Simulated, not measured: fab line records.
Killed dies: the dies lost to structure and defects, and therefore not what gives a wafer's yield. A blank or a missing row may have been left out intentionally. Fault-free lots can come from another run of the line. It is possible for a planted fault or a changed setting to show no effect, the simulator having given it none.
Split-lot trial / flow berkeley cmos170 / route with 331 steps; 5 lots, 23 wafers read

## SPLIT DETAILS
At UCB170_M1_COAT_04 (resist thk 900 nm), the setting spin rpm was moved away from the recipe's 1500 rpm on 7 of the 23 wafers read, by -2.9% to +7.2%. The other wafers ran this setting at the recipe's value.

## FROM THE SPLIT TO THE READING: what the file shows between them, 3 steps
- UCB170_M1_SOFTBAKE_05: time 60 s
- UCB170_M1_EXPOSE_06: exposes mask METAL1, target cd 700 nm
- UCB170_M1_ETCH_11: etches BARC in N2/H2

## THE READING
KrF_of_M1_COAT_04.thk nm (the simulator's own value, which no gauge read), in nm, at UCB170_M1_METAL_ETCH_12 (etches Al in Cl2/BCl3, stops on PSG, target depth 780 nm, time 130 s). There is no usual value for it anywhere in the file. Across the 16 wafers here that went through the recipe, the average is 439.0 nm and the standard deviation 4.8 nm.

wafer=L074.1; tool, chamber at the split=litho track-04, 0; spin rpm as run, rpm=1500; against the recipe=recipe; KrF_of_M1_COAT_04.thk nm, nm=438.4; against lot-mates on the recipe=-
wafer=L074.3; tool, chamber at the split=litho track-04, 0; spin rpm as run, rpm=1500; against the recipe=recipe; KrF_of_M1_COAT_04.thk nm, nm=445.5; against lot-mates on the recipe=-
wafer=L074.5; tool, chamber at the split=litho track-04, 0; spin rpm as run, rpm=1500; against the recipe=recipe; KrF_of_M1_COAT_04.thk nm, nm=439.1; against lot-mates on the recipe=-
wafer=L078.1; tool, chamber at the split=litho track-03, 0; spin rpm as run, rpm=1500; against the recipe=recipe; KrF_of_M1_COAT_04.thk nm, nm=437.8; against lot-mates on the recipe=-
wafer=L078.2; tool, chamber at the split=litho track-03, 0; spin rpm as run, rpm=1500; against the recipe=recipe; KrF_of_M1_COAT_04.thk nm, nm=432.9; against lot-mates on the recipe=-
wafer=L078.3; tool, chamber at the split=litho track-03, 0; spin rpm as run, rpm=1500; against the recipe=recipe; KrF_of_M1_COAT_04.thk nm, nm=442.1; against lot-mates on the recipe=-
wafer=L078.5; tool, chamber at the split=litho track-03, 0; spin rpm as run, rpm=1500; against the recipe=recipe; KrF_of_M1_COAT_04.thk nm, nm=430.8; against lot-mates on the recipe=-
wafer=L078.6; tool, chamber at the split=litho track-03, 0; spin rpm as run, rpm=1500; against the recipe=recipe; KrF_of_M1_COAT_04.thk nm, nm=443.7; against lot-mates on the recipe=-
wafer=L079.1; tool, chamber at the split=litho track-01, 0; spin rpm as run, rpm=1457; against the recipe=-2.9%; KrF_of_M1_COAT_04.thk nm, nm=450.6; against lot-mates on the recipe=+10.8
wafer=L079.2; tool, chamber at the split=litho track-01, 0; spin rpm as run, rpm=1457; against the recipe=-2.9%; KrF_of_M1_COAT_04.thk nm, nm=453.5; against lot-mates on the recipe=+13.7
wafer=L079.3; tool, chamber at the split=litho track-01, 0; spin rpm as run, rpm=1457; against the recipe=-2.9%; KrF_of_M1_COAT_04.thk nm, nm=447.1; against lot-mates on the recipe=+7.3
wafer=L079.4; tool, chamber at the split=litho track-01, 0; spin rpm as run, rpm=1500; against the recipe=recipe; KrF_of_M1_COAT_04.thk nm, nm=438; against lot-mates on the recipe=-
wafer=L079.6; tool, chamber at the split=litho track-01, 0; spin rpm as run, rpm=1500; against the recipe=recipe; KrF_of_M1_COAT_04.thk nm, nm=441.6; against lot-mates on the recipe=-
wafer=L082.1; tool, chamber at the split=litho track-03, 0; spin rpm as run, rpm=1608; against the recipe=+7.2%; KrF_of_M1_COAT_04.thk nm, nm=401.5; against lot-mates on the recipe=-41.9
wafer=L082.2; tool, chamber at the split=litho track-03, 0; spin rpm as run, rpm=1608; against the recipe=+7.2%; KrF_of_M1_COAT_04.thk nm, nm=416.5; against lot-mates on the recipe=-26.9
wafer=L082.3; tool, chamber at the split=litho track-03, 0; spin rpm as run, rpm=1500; against the recipe=recipe; KrF_of_M1_COAT_04.thk nm, nm=437.9; against lot-mates on the recipe=-
wafer=L082.4; tool, chamber at the split=litho track-03, 0; spin rpm as run, rpm=1500; against the recipe=recipe; KrF_of_M1_COAT_04.thk nm, nm=444.5; against lot-mates on the recipe=-
wafer=L082.6; tool, chamber at the split=litho track-03, 0; spin rpm as run, rpm=1500; against the recipe=recipe; KrF_of_M1_COAT_04.thk nm, nm=447.9; against lot-mates on the recipe=-
wafer=L083.1; tool, chamber at the split=litho track-04, 0; spin rpm as run, rpm=1500; against the recipe=recipe; KrF_of_M1_COAT_04.thk nm, nm=436.5; against lot-mates on the recipe=-
wafer=L083.2; tool, chamber at the split=litho track-04, 0; spin rpm as run, rpm=1536; against the recipe=+2.4%; KrF_of_M1_COAT_04.thk nm, nm=420.5; against lot-mates on the recipe=-14.0
wafer=L083.3; tool, chamber at the split=litho track-04, 0; spin rpm as run, rpm=1536; against the recipe=+2.4%; KrF_of_M1_COAT_04.thk nm, nm=424.5; against lot-mates on the recipe=-10.0
wafer=L083.4; tool, chamber at the split=litho track-04, 0; spin rpm as run, rpm=1500; against the recipe=recipe; KrF_of_M1_COAT_04.thk nm, nm=432.2; against lot-mates on the recipe=-
wafer=L083.6; tool, chamber at the split=litho track-04, 0; spin rpm as run, rpm=1500; against the recipe=recipe; KrF_of_M1_COAT_04.thk nm, nm=434.8; against lot-mates on the recipe=-

FIT RESULTS
A straight line over all 23 wafers: KrF_of_M1_COAT_04.thk nm changes by -4.31 nm for each +1% of spin rpm; r = -0.90; the points scatter about the line by 5.3 nm.
The same after taking each lot's own level away (the mean of its wafers on the recipe; 23 wafers): -4.57 nm for each +1%; r = -0.94; scatter 4.3 nm.
That fit puts the effect of the largest move of spin rpm on the reading at 33 nm.
From 434.50 to 443.43 nm: that is the span of the lots' own levels, equal to 1.9 times the standard deviation above.
Hence the lot-to-lot level has little effect on the slope; both slopes agree.
Check: -28.2 nm against its lot-mates is what the line predicts for one of the wafers moved furthest among these (+7.2%) when that wafer is left out of the fit. Against them it came out at -41.9 nm.

## THE OTHER SPLITS THESE WAFERS WENT THROUGH
Note: prior to the reading, these wafers also went through further splits. Each is held against what the fit with the lots' levels taken away leaves over:
other split on the same wafers=UCB170_NSD_IMPLANT_08 energy kev; wafers away from the commonest value=4; r with KrF_of_M1_COAT_04.thk nm (lot level and that fit taken away)=+0.06
other split on the same wafers=UCB170_SDANNEAL_RTA_01 time s; wafers away from the commonest value=8; r with KrF_of_M1_COAT_04.thk nm (lot level and that fit taken away)=+0.03
other split on the same wafers=UCB170_SILICIDE_SPUTTER_01 power w; wafers away from the commonest value=7; r with KrF_of_M1_COAT_04.thk nm (lot level and that fit taken away)=-0.06
other split on the same wafers=UCB170_CONTACT_COAT_10 resist thk nm; wafers away from the commonest value=7; r with KrF_of_M1_COAT_04.thk nm (lot level and that fit taken away)=-0.01

## THE WHOLE CHAIN: every reading that the file lists as answering this split, in the file's order
step=UCB170_M1_COAT_04; what it does=resist thk 900 nm; reading=KrF_of_M1_COAT_04.thk nm (the simulator's own value, which no gauge read); change (the file's fit)=-4.39 nm for each +1% of the setting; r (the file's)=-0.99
step=UCB170_M1_METAL_ETCH_12; what it does=etches Al in Cl2/BCl3, stops on PSG, target depth 780 nm, time 130 s; reading=KrF_of_M1_COAT_04.thk nm (the simulator's own value, which no gauge read); change (the file's fit)=-4.67 nm for each +1% of the setting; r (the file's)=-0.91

## FILE'S OWN FIT
KrF_of_M1_COAT_04.thk nm changes by -4.67 nm for each +1% of spin rpm, r = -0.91.
